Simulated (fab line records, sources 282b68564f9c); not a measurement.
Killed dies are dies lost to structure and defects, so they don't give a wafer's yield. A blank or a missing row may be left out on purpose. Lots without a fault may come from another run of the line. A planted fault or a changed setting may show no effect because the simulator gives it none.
Which tool did it? | flow rit_cmos | 7 lots, 21 wafers sampled, at 3 steps of a route of 202

WHAT THE GAUGES READ, wafer by wafer
RIT_NWELL_TW_MEAS_10.
lot  | measured    | on            | NWELL_TW
L521 | day 2 07:46 | film_metro-01 | 2154 2167 2160
L523 | day 2 17:12 | film_metro-02 | 2115 2121 2123
L526 | day 3 08:20 | film_metro-01 | 2155 2161 2163
L529 | day 3 22:47 | film_metro-02 | 2114 2113 2122
L531 | day 4 08:48 | film_metro-02 | 2110 2121 2116
L533 | day 4 19:17 | film_metro-04 | 2414 2405 2404
L537 | day 5 15:56 | film_metro-04 | 2119 2117 2109

WHICH TOOL RAN EACH LOT (tool, then ch and the chambers of the sampled wafers, then the start)
lot  | RIT_ACTIVE_STRIP_14                 | RIT_NWELL_IMPLANT_08
L521 | plasma_asher-02 ch 0,1, day 2 00:50 | implanter-04 ch 0, day 2 07:26
L523 | plasma_asher-04 ch 0,1, day 2 11:15 | implanter-01 ch 0, day 2 16:53
L526 | plasma_asher-01 ch 0,1, day 3 02:02 | implanter-01 ch 0, day 3 08:00
L529 | plasma_asher-04 ch 0,1, day 3 16:52 | implanter-02 ch 0, day 3 22:28
L531 | plasma_asher-01 ch 0,1, day 4 02:50 | implanter-02 ch 0, day 4 08:29
L533 | plasma_asher-01 ch 0,1, day 4 12:54 | implanter-02 ch 0, day 4 18:59
L537 | plasma_asher-04 ch 0,1, day 5 08:54 | implanter-04 ch 0, day 5 15:38
- RIT_ACTIVE_STRIP_14: strips in O2, time 180 s.
- RIT_NWELL_IMPLANT_08

THE ANSWER, worked out from the rows above alone
Rule: what is usual is taken from the lots themselves. Put in order of their means at a reading, lots are off if they are a third of the lots or fewer, leave a main group of 4 or more, and stand apart from it by a gap of 3 or more times the standard deviation of the main group's means; of several such gaps the widest counts. A main group whose means are all the same, to the digits that the tables above print for the reading, isn't used. A lot without any number at a reading at which 4 lots or more have one is off too. The other lots that the step has rows for count as sound.
Off: L533, at RIT_NWELL_TW_MEAS_10 (NWELL_TW). The main group: mean 2131, standard deviation 20.
A tool fits if, at a process step before that reading, it ran every lot that is off, and no sound lot after the first of them. The gauges at RIT_NWELL_TW_MEAS_10 are tried like those tools. Can't be told from this: 2 tools fit, plasma_asher-01 at RIT_ACTIVE_STRIP_14, implanter-02 at RIT_NWELL_IMPLANT_08.

WHAT THE SIMULATOR HAD PUT IN
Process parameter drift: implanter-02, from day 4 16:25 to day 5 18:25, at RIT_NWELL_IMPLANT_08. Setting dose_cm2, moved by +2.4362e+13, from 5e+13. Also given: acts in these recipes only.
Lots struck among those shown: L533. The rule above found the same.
